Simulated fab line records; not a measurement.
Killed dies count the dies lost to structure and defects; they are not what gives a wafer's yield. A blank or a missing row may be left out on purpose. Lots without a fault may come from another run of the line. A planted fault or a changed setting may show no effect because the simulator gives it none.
fab line records :: flow rit_cmos
record
  lots=9
  wafers=27
  last_day=4
route steps=202 shown PSD@150 M1@202
lots that met no fault: from a run of the same line without faults
start_h: hours from the record's first day to the start of the lot's first wafer shown :: wait_h: how many hours have passed since the lot's step before this one :: " repeats the value in the row above :: L1.1+2: one row covering several wafers at once :: - either no value or no given start :: * or withheld: withheld :: < > ~ a bound
route shown NAME@n: NAME is a module with steps in the file, n the number in the route of the first one :: usual: the fault-free wafers' mean and standard deviation :: same: alike in all rows :: chamber/n: place in a boat :: sites: each site's reading :: _std_site: the values' standard deviation :: _edge_site: mean of outer sites minus mean of inner sites :: radius_mm: how far each site lies from the wafer's centre :: mask NAME#n: copy n :: behind: tool/chamber where the wafer was last shaped :: hold: the reason the lot was held/the length of the hold in hours/how it ended :: device: the transistor (n, p or np) that didn't switch :: end of line: the tests these same wafers got at the end of their route :: step lacking rows: just its recipe :: killed: at the first sort, the dies lost to defects and structure; wafer yield is something else :: map: a wafer's dies, marking killed ones x, the rest . and places with no die _
set.NAME: the run value of the setting; set.NAME@STEP: its run value at that earlier step :: model.NAME: the simulator's own value behind a step, which no gauge read
one table for each step of the route and one row for each wafer, over a sample of lots
services: a tool's chamber out of use, with start hour (start_h, from the record's first day; less than 0 if before it), hours out, and reason
## steps
# step RIT_PSD_IMPLANT_08
# recipe
  species=BF2
  energy_kev=27
  dose_cm2=5e+15
  tilt_deg=7
# usual
  beam_energy_keV=27.000/0.0096
  beam_on_s=12.4/0.47
  end_station_pressure_torr=1.48e-05/8.4e-07
  implant_ion_amu=49/0
lot.wafer: L567.2
tool: implanter-01
chamber: 0
start_h: 52.82
wait_h: 0.1
beam_energy_keV: 26.998
beam_on_s: 12.5
end_station_pressure_torr: 1.37e-05
implant_ion_amu: 49

lot.wafer: L567.5
tool: implanter-01
chamber: 0
start_h: 52.82
wait_h: 0.1
beam_energy_keV: 27.005
beam_on_s: 12.7
end_station_pressure_torr: 1.44e-05
implant_ion_amu: 49

lot.wafer: L567.6
tool: implanter-01
chamber: 0
start_h: 52.82
wait_h: 0.1
beam_energy_keV: 26.996
beam_on_s: 12.3
end_station_pressure_torr: 1.44e-05
implant_ion_amu: 49

lot.wafer: L568.2
tool: implanter-01
chamber: 0
start_h: 58.69
wait_h: 0.1
beam_energy_keV: 27.006
beam_on_s: 12.6
end_station_pressure_torr: 1.41e-05
implant_ion_amu: 49

lot.wafer: L568.3
tool: implanter-01
chamber: 0
start_h: 58.69
wait_h: 0.1
beam_energy_keV: 27.010
beam_on_s: 12.3
end_station_pressure_torr: 1.55e-05
implant_ion_amu: 49

lot.wafer: L568.5
tool: implanter-01
chamber: 0
start_h: 58.69
wait_h: 0.1
beam_energy_keV: 27.021
beam_on_s: 12.2
end_station_pressure_torr: 1.54e-05
implant_ion_amu: 49

lot.wafer: L569.2
tool: implanter-03
chamber: 0
start_h: 61.40
wait_h: 0.1
beam_energy_keV: 27.003
beam_on_s: 12.4
end_station_pressure_torr: 1.46e-05
implant_ion_amu: 49

lot.wafer: L569.3
tool: implanter-03
chamber: 0
start_h: 61.40
wait_h: 0.1
beam_energy_keV: 27.018
beam_on_s: 12.7
end_station_pressure_torr: 1.46e-05
implant_ion_amu: 49

lot.wafer: L569.6
tool: implanter-03
chamber: 0
start_h: 61.40
wait_h: 0.1
beam_energy_keV: 27.004
beam_on_s: 12.4
end_station_pressure_torr: 1.55e-05
implant_ion_amu: 49

lot.wafer: L570.2
tool: implanter-03
chamber: 0
start_h: 68.28
wait_h: 0.1
beam_energy_keV: 27.013
beam_on_s: 12.7
end_station_pressure_torr: 1.5e-05
implant_ion_amu: 49

lot.wafer: L570.4
tool: implanter-03
chamber: 0
start_h: 68.28
wait_h: 0.1
beam_energy_keV: 27.001
beam_on_s: 13.0
end_station_pressure_torr: 1.34e-05
implant_ion_amu: 49

lot.wafer: L570.5
tool: implanter-03
chamber: 0
start_h: 68.28
wait_h: 0.1
beam_energy_keV: 26.999
beam_on_s: 12.4
end_station_pressure_torr: 1.47e-05
implant_ion_amu: 49

lot.wafer: L571.1
tool: implanter-01
chamber: 0
start_h: 72.29
wait_h: 0.1
beam_energy_keV: 26.999
beam_on_s: 12.8
end_station_pressure_torr: 1.48e-05
implant_ion_amu: 49

lot.wafer: L571.3
tool: implanter-01
chamber: 0
start_h: 72.29
wait_h: 0.1
beam_energy_keV: 26.998
beam_on_s: 12.7
end_station_pressure_torr: 1.46e-05
implant_ion_amu: 49

lot.wafer: L571.6
tool: implanter-01
chamber: 0
start_h: 72.29
wait_h: 0.1
beam_energy_keV: 27.009
beam_on_s: 12.6
end_station_pressure_torr: 1.46e-05
implant_ion_amu: 49

lot.wafer: L572.2
tool: implanter-02
chamber: 0
start_h: 75.94
wait_h: 0.1
beam_energy_keV: 26.996
beam_on_s: 11.7
end_station_pressure_torr: 1.65e-05
implant_ion_amu: 11

lot.wafer: L572.5
tool: implanter-02
chamber: 0
start_h: 75.94
wait_h: 0.1
beam_energy_keV: 26.997
beam_on_s: 11.7
end_station_pressure_torr: 1.46e-05
implant_ion_amu: 11

lot.wafer: L572.6
tool: implanter-02
chamber: 0
start_h: 75.94
wait_h: 0.1
beam_energy_keV: 26.988
beam_on_s: 11.8
end_station_pressure_torr: 1.5e-05
implant_ion_amu: 11

lot.wafer: L573.1
tool: implanter-03
chamber: 0
start_h: 79.11
wait_h: 0.1
beam_energy_keV: 27.005
beam_on_s: 12.7
end_station_pressure_torr: 1.4e-05
implant_ion_amu: 11

lot.wafer: L573.3
tool: implanter-03
chamber: 0
start_h: 79.11
wait_h: 0.1
beam_energy_keV: 27.005
beam_on_s: 12.9
end_station_pressure_torr: 1.45e-05
implant_ion_amu: 11

lot.wafer: L573.5
tool: implanter-03
chamber: 0
start_h: 79.11
wait_h: 0.1
beam_energy_keV: 26.996
beam_on_s: 12.1
end_station_pressure_torr: 1.52e-05
implant_ion_amu: 11

lot.wafer: L574.1
tool: implanter-01
chamber: 0
start_h: 87.87
wait_h: 0.1
beam_energy_keV: 26.989
beam_on_s: 12.9
end_station_pressure_torr: 1.47e-05
implant_ion_amu: 11

lot.wafer: L574.2
tool: implanter-01
chamber: 0
start_h: 87.87
wait_h: 0.1
beam_energy_keV: 26.991
beam_on_s: 12.3
end_station_pressure_torr: 1.39e-05
implant_ion_amu: 11

lot.wafer: L574.6
tool: implanter-01
chamber: 0
start_h: 87.87
wait_h: 0.1
beam_energy_keV: 26.993
beam_on_s: 12.4
end_station_pressure_torr: 1.4e-05
implant_ion_amu: 11

lot.wafer: L575.3
tool: implanter-01
chamber: 0
start_h: 89.58
wait_h: 0.1
beam_energy_keV: 26.987
beam_on_s: 12.2
end_station_pressure_torr: 1.45e-05
implant_ion_amu: 11

lot.wafer: L575.5
tool: implanter-01
chamber: 0
start_h: 89.58
wait_h: 0.1
beam_energy_keV: 26.990
beam_on_s: 12.6
end_station_pressure_torr: 1.38e-05
implant_ion_amu: 11

lot.wafer: L575.6
tool: implanter-01
chamber: 0
start_h: 89.58
wait_h: 0.1
beam_energy_keV: 27.000
beam_on_s: 12.6
end_station_pressure_torr: 1.35e-05
implant_ion_amu: 11
# step RIT_PSD_TW_MEAS_10
# usual
  PSD_TW=3452/21
lot.wafer: L567.2
tool: film_metro-01
chamber: -
start_h: 53.13
wait_h: 0.1
hold: -
PSD_TW: 3409

lot.wafer: L567.5
tool: film_metro-01
chamber: -
start_h: 53.13
wait_h: 0.1
hold: -
PSD_TW: 3425

lot.wafer: L567.6
tool: film_metro-01
chamber: -
start_h: 53.13
wait_h: 0.1
hold: -
PSD_TW: 3419

lot.wafer: L568.2
tool: film_metro-02
chamber: -
start_h: 59.00
wait_h: 0.1
hold: -
PSD_TW: 3459

lot.wafer: L568.3
tool: film_metro-02
chamber: -
start_h: 59.00
wait_h: 0.1
hold: -
PSD_TW: 3465

lot.wafer: L568.5
tool: film_metro-02
chamber: -
start_h: 59.00
wait_h: 0.1
hold: -
PSD_TW: 3467

lot.wafer: L569.2
tool: film_metro-03
chamber: -
start_h: 61.71
wait_h: 0.1
hold: -
PSD_TW: 3433

lot.wafer: L569.3
tool: film_metro-03
chamber: -
start_h: 61.71
wait_h: 0.1
hold: -
PSD_TW: 3431

lot.wafer: L569.6
tool: film_metro-03
chamber: -
start_h: 61.71
wait_h: 0.1
hold: -
PSD_TW: 3427

lot.wafer: L570.2
tool: film_metro-02
chamber: -
start_h: 68.59
wait_h: 0.1
hold: -
PSD_TW: 3469

lot.wafer: L570.4
tool: film_metro-02
chamber: -
start_h: 68.59
wait_h: 0.1
hold: -
PSD_TW: 3433

lot.wafer: L570.5
tool: film_metro-02
chamber: -
start_h: 68.59
wait_h: 0.1
hold: -
PSD_TW: 3458

lot.wafer: L571.1
tool: film_metro-02
chamber: -
start_h: 72.61
wait_h: 0.1
hold: -
PSD_TW: 3456

lot.wafer: L571.3
tool: film_metro-02
chamber: -
start_h: 72.61
wait_h: 0.1
hold: -
PSD_TW: 3447

lot.wafer: L571.6
tool: film_metro-02
chamber: -
start_h: 72.61
wait_h: 0.1
hold: -
PSD_TW: 3473

lot.wafer: L572.2
tool: film_metro-03
chamber: -
start_h: 76.25
wait_h: 0.1
hold: await_dispo/0.2h/release
PSD_TW: 2922

lot.wafer: L572.5
tool: film_metro-03
chamber: -
start_h: 76.25
wait_h: 0.1
hold: await_dispo/0.2h/release
PSD_TW: 2923

lot.wafer: L572.6
tool: film_metro-03
chamber: -
start_h: 76.25
wait_h: 0.1
hold: await_dispo/0.2h/release
PSD_TW: 2920

lot.wafer: L572.2
tool: film_metro-03
chamber: -
start_h: 76.47
wait_h: 0.2
hold: -
PSD_TW: 2918

lot.wafer: L572.5
tool: film_metro-03
chamber: -
start_h: 76.47
wait_h: 0.2
hold: -
PSD_TW: 2911

lot.wafer: L572.6
tool: film_metro-03
chamber: -
start_h: 76.47
wait_h: 0.2
hold: -
PSD_TW: 2910

lot.wafer: L573.1
tool: film_metro-01
chamber: -
start_h: 79.44
wait_h: 0.1
hold: await_dispo/0.2h/release
PSD_TW: 2938

lot.wafer: L573.3
tool: film_metro-01
chamber: -
start_h: 79.44
wait_h: 0.1
hold: await_dispo/0.2h/release
PSD_TW: 2944

lot.wafer: L573.5
tool: film_metro-01
chamber: -
start_h: 79.44
wait_h: 0.1
hold: await_dispo/0.2h/release
PSD_TW: 2929

lot.wafer: L573.1
tool: film_metro-01
chamber: -
start_h: 79.66
wait_h: 0.2
hold: -
PSD_TW: 2925

lot.wafer: L573.3
tool: film_metro-01
chamber: -
start_h: 79.66
wait_h: 0.2
hold: -
PSD_TW: 2931

lot.wafer: L573.5
tool: film_metro-01
chamber: -
start_h: 79.66
wait_h: 0.2
hold: -
PSD_TW: 2945

lot.wafer: L574.1
tool: film_metro-03
chamber: -
start_h: 88.19
wait_h: 0.1
hold: await_dispo/0.2h/release
PSD_TW: 2909

lot.wafer: L574.2
tool: film_metro-03
chamber: -
start_h: 88.19
wait_h: 0.1
hold: await_dispo/0.2h/release
PSD_TW: 2894

lot.wafer: L574.6
tool: film_metro-03
chamber: -
start_h: 88.19
wait_h: 0.1
hold: await_dispo/0.2h/release
PSD_TW: 2913

lot.wafer: L574.1
tool: film_metro-03
chamber: -
start_h: 88.42
wait_h: 0.2
hold: -
PSD_TW: 2915

lot.wafer: L574.2
tool: film_metro-03
chamber: -
start_h: 88.42
wait_h: 0.2
hold: -
PSD_TW: 2916

lot.wafer: L574.6
tool: film_metro-03
chamber: -
start_h: 88.42
wait_h: 0.2
hold: -
PSD_TW: 2919

lot.wafer: L575.3
tool: film_metro-01
chamber: -
start_h: 89.88
wait_h: 0.1
hold: await_dispo/0.2h/release
PSD_TW: 2930

lot.wafer: L575.5
tool: film_metro-01
chamber: -
start_h: 89.88
wait_h: 0.1
hold: await_dispo/0.2h/release
PSD_TW: 2944

lot.wafer: L575.6
tool: film_metro-01
chamber: -
start_h: 89.88
wait_h: 0.1
hold: await_dispo/0.2h/release
PSD_TW: 2941

lot.wafer: L575.3
tool: film_metro-01
chamber: -
start_h: 90.10
wait_h: 0.2
hold: -
PSD_TW: 2933

lot.wafer: L575.5
tool: film_metro-01
chamber: -
start_h: 90.10
wait_h: 0.2
hold: -
PSD_TW: 2949

lot.wafer: L575.6
tool: film_metro-01
chamber: -
start_h: 90.10
wait_h: 0.2
hold: -
PSD_TW: 2925
# step RIT_SDANNEAL_RS_MEAS_04
# recipe
  thk_meas_gauge=four-point-probe
# usual
  PSD_RS=115.87/0.26
lot.wafer: L567.2
tool: film_metro-03
chamber: -
start_h: 53.66
wait_h: 0.1
hold: -
PSD_RS[ohm/sq]: 115.60

lot.wafer: L567.5
tool: film_metro-03
chamber: -
start_h: 53.66
wait_h: 0.1
hold: -
PSD_RS[ohm/sq]: 116.21

lot.wafer: L567.6
tool: film_metro-03
chamber: -
start_h: 53.66
wait_h: 0.1
hold: -
PSD_RS[ohm/sq]: 116.16

lot.wafer: L568.2
tool: film_metro-03
chamber: -
start_h: 59.50
wait_h: 0.1
hold: -
PSD_RS[ohm/sq]: 116.33

lot.wafer: L568.3
tool: film_metro-03
chamber: -
start_h: 59.50
wait_h: 0.1
hold: -
PSD_RS[ohm/sq]: 115.90

lot.wafer: L568.5
tool: film_metro-03
chamber: -
start_h: 59.50
wait_h: 0.1
hold: -
PSD_RS[ohm/sq]: 115.60

lot.wafer: L569.2
tool: film_metro-02
chamber: -
start_h: 62.22
wait_h: 0.1
hold: -
PSD_RS[ohm/sq]: 115.79

lot.wafer: L569.3
tool: film_metro-02
chamber: -
start_h: 62.22
wait_h: 0.1
hold: -
PSD_RS[ohm/sq]: 115.59

lot.wafer: L569.6
tool: film_metro-02
chamber: -
start_h: 62.22
wait_h: 0.1
hold: -
PSD_RS[ohm/sq]: 115.91

lot.wafer: L570.2
tool: film_metro-01
chamber: -
start_h: 69.12
wait_h: 0.1
hold: -
PSD_RS[ohm/sq]: 115.93

lot.wafer: L570.4
tool: film_metro-01
chamber: -
start_h: 69.12
wait_h: 0.1
hold: -
PSD_RS[ohm/sq]: 115.70

lot.wafer: L570.5
tool: film_metro-01
chamber: -
start_h: 69.12
wait_h: 0.1
hold: -
PSD_RS[ohm/sq]: 116.04

lot.wafer: L571.1
tool: film_metro-03
chamber: -
start_h: 73.10
wait_h: 0.0
hold: -
PSD_RS[ohm/sq]: 116.24

lot.wafer: L571.3
tool: film_metro-03
chamber: -
start_h: 73.10
wait_h: 0.0
hold: -
PSD_RS[ohm/sq]: 115.89

lot.wafer: L571.6
tool: film_metro-03
chamber: -
start_h: 73.10
wait_h: 0.0
hold: -
PSD_RS[ohm/sq]: 116.10

lot.wafer: L572.2
tool: film_metro-01
chamber: -
start_h: 79.04
wait_h: 0.1
hold: await_dispo/0.2h/release
PSD_RS[ohm/sq]: 44.96

lot.wafer: L572.5
tool: film_metro-01
chamber: -
start_h: 79.04
wait_h: 0.1
hold: await_dispo/0.2h/release
PSD_RS[ohm/sq]: 44.90

lot.wafer: L572.6
tool: film_metro-01
chamber: -
start_h: 79.04
wait_h: 0.1
hold: await_dispo/0.2h/release
PSD_RS[ohm/sq]: 44.99

lot.wafer: L572.2
tool: film_metro-01
chamber: -
start_h: 79.32
wait_h: 0.3
hold: -
PSD_RS[ohm/sq]: 44.93

lot.wafer: L572.5
tool: film_metro-01
chamber: -
start_h: 79.32
wait_h: 0.3
hold: -
PSD_RS[ohm/sq]: 44.97

lot.wafer: L572.6
tool: film_metro-01
chamber: -
start_h: 79.32
wait_h: 0.3
hold: -
PSD_RS[ohm/sq]: 45.00

lot.wafer: L573.1
tool: film_metro-03
chamber: -
start_h: 83.04
wait_h: 0.0
hold: await_dispo/0.2h/release
PSD_RS[ohm/sq]: 44.99

lot.wafer: L573.3
tool: film_metro-03
chamber: -
start_h: 83.04
wait_h: 0.0
hold: await_dispo/0.2h/release
PSD_RS[ohm/sq]: 44.94

lot.wafer: L573.5
tool: film_metro-03
chamber: -
start_h: 83.04
wait_h: 0.0
hold: await_dispo/0.2h/release
PSD_RS[ohm/sq]: 45.00

lot.wafer: L573.1
tool: film_metro-03
chamber: -
start_h: 83.33
wait_h: 0.3
hold: -
PSD_RS[ohm/sq]: 45.01

lot.wafer: L573.3
tool: film_metro-03
chamber: -
start_h: 83.33
wait_h: 0.3
hold: -
PSD_RS[ohm/sq]: 45.05

lot.wafer: L573.5
tool: film_metro-03
chamber: -
start_h: 83.33
wait_h: 0.3
hold: -
PSD_RS[ohm/sq]: 45.05

lot.wafer: L574.1
tool: film_metro-01
chamber: -
start_h: 92.23
wait_h: 0.0
hold: await_dispo/0.2h/release
PSD_RS[ohm/sq]: 45.09

lot.wafer: L574.2
tool: film_metro-01
chamber: -
start_h: 92.23
wait_h: 0.0
hold: await_dispo/0.2h/release
PSD_RS[ohm/sq]: 45.04

lot.wafer: L574.6
tool: film_metro-01
chamber: -
start_h: 92.23
wait_h: 0.0
hold: await_dispo/0.2h/release
PSD_RS[ohm/sq]: 45.11

lot.wafer: L574.1
tool: film_metro-01
chamber: -
start_h: 92.52
wait_h: 0.3
hold: -
PSD_RS[ohm/sq]: 45.12

lot.wafer: L574.2
tool: film_metro-01
chamber: -
start_h: 92.52
wait_h: 0.3
hold: -
PSD_RS[ohm/sq]: 45.06

lot.wafer: L574.6
tool: film_metro-01
chamber: -
start_h: 92.52
wait_h: 0.3
hold: -
PSD_RS[ohm/sq]: 45.03

lot.wafer: L575.3
tool: film_metro-02
chamber: -
start_h: 95.57
wait_h: 0.1
hold: await_dispo/0.2h/release
PSD_RS[ohm/sq]: 45.16

lot.wafer: L575.5
tool: film_metro-02
chamber: -
start_h: 95.57
wait_h: 0.1
hold: await_dispo/0.2h/release
PSD_RS[ohm/sq]: 45.08

lot.wafer: L575.6
tool: film_metro-02
chamber: -
start_h: 95.57
wait_h: 0.1
hold: await_dispo/0.2h/release
PSD_RS[ohm/sq]: 45.09

lot.wafer: L575.3
tool: film_metro-02
chamber: -
start_h: 95.85
wait_h: 0.3
hold: -
PSD_RS[ohm/sq]: 45.06

lot.wafer: L575.5
tool: film_metro-02
chamber: -
start_h: 95.85
wait_h: 0.3
hold: -
PSD_RS[ohm/sq]: 45.12

lot.wafer: L575.6
tool: film_metro-02
chamber: -
start_h: 95.85
wait_h: 0.3
hold: -
PSD_RS[ohm/sq]: 45.02
# step RIT_M1_PROBE_99
# usual
  defect_limited_yield=97.4/1.1
  killed_at_contacts=0.1/0.32
  killed_at_front_end=6.7/2.9
  killed_dies=6.8/2.9
  killed_open=3.3/1.7
  killed_short=3.4/2.1
  sort_bin_3_pad_short=0.1/0.2
  sort_bin_5_function=1.5/0.76
  sort_bin_6_memory=1.0/0.65
  sort_n_pass=257.2/2.9
  sort_yield_pct=97.4/1.1
# same
  gross_dies=264
  killed_at_M0_to_M3=0
  killed_at_M4_up=0
  killed_at_back_side=0
  killed_at_other=0
lot.wafer: L569.2
tool: prober-02
chamber: -
start_h: 72.90
wait_h: 0.1
defect_limited_yield[%]: 97.0
killed_at_contacts: 1
killed_at_front_end: 7
killed_dies: 8
killed_open: 2
killed_short: 6
sort_bin_3_pad_short[%]: 0.4
sort_bin_5_function[%]: 1.9
sort_bin_6_memory[%]: 0.8
sort_n_pass: 256.0
sort_yield_pct[%]: 97.0

lot.wafer: L569.3
tool: prober-02
chamber: -
start_h: 72.95
wait_h: 0.2
defect_limited_yield[%]: 97.7
killed_at_contacts: 0
killed_at_front_end: 6
killed_dies: 6
killed_open: 3
killed_short: 3
sort_bin_3_pad_short[%]: 0.4
sort_bin_5_function[%]: 1.5
sort_bin_6_memory[%]: 0.4
sort_n_pass: 258.0
sort_yield_pct[%]: 97.7

lot.wafer: L569.6
tool: prober-02
chamber: -
start_h: 73.10
wait_h: 0.2
defect_limited_yield[%]: 97.0
killed_at_contacts: 1
killed_at_front_end: 7
killed_dies: 8
killed_open: 5
killed_short: 3
sort_bin_3_pad_short[%]: 0.4
sort_bin_5_function[%]: 2.3
sort_bin_6_memory[%]: 0.4
sort_n_pass: 256.0
sort_yield_pct[%]: 97.0
# killed by level:class
L569.2 SILICIDE:geometric_particle:short=3 FOX1:geometric_particle:short=2 GATE:geometric_particle:short=1 REOX:geometric_particle:open=1 CONTACT:geometric_particle:open=1
L569.3 GATE:geometric_particle:short=2 FOX2:geometric_particle:short=1 GATE:geometric_particle:open=1 REOX:geometric_particle:open=1 SILICIDE:geometric_particle:open=1
L569.6 REOX:geometric_particle:open=3 FOX1:geometric_particle:short=1 GATE:geometric_particle:short=1 REOX:geometric_particle:short=1 SILICIDE:geometric_particle:open=1 CONTACT:geometric_particle:open=1
## services
tool: implanter-01
chamber: -
start_h: 37.77
hours: 5.6
kind: repair

tool: implanter-01
chamber: -
start_h: 60.20
hours: 2.7
kind: pm
## key
first_sign
  step=RIT_PSD_IMPLANT_08
  reading=implant_ion_amu
  direction=down
  sigmas=99+
  usual=49
  struck=11
effect
  step=RIT_PSD_TW_MEAS_10
  reading=visit
  direction=added
effect
  step=RIT_PSD_TW_MEAS_10
  reading=PSD_TW
  direction=down
  sigmas=25
  usual=3452
  struck=2926
effect
  step=RIT_SDANNEAL_RS_MEAS_04
  reading=visit
  direction=added
effect
  step=RIT_SDANNEAL_RS_MEAS_04
  reading=PSD_RS
  direction=down
  sigmas=99+
  usual=115.87
  struck=45.03
met_at RIT_PSD_IMPLANT_08
struck_lots L572,L573,L574,L575
scrapped_behind RIT_SDANNEAL_RS_MEAS_04 L572.2,L572.5,L572.6,L573.1,L573.3,L573.5,L574.1,L574.2,L574.6,L575.3,L575.5,L575.6
onset_between 72.29 75.94
fault
  kind=wrong_recipe_download
  tool=implanter-01,implanter-02,implanter-03
  chamber=-
  onset_h=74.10
  steps=RIT_PSD_IMPLANT_08
  wrong_recipe.not_listed=1
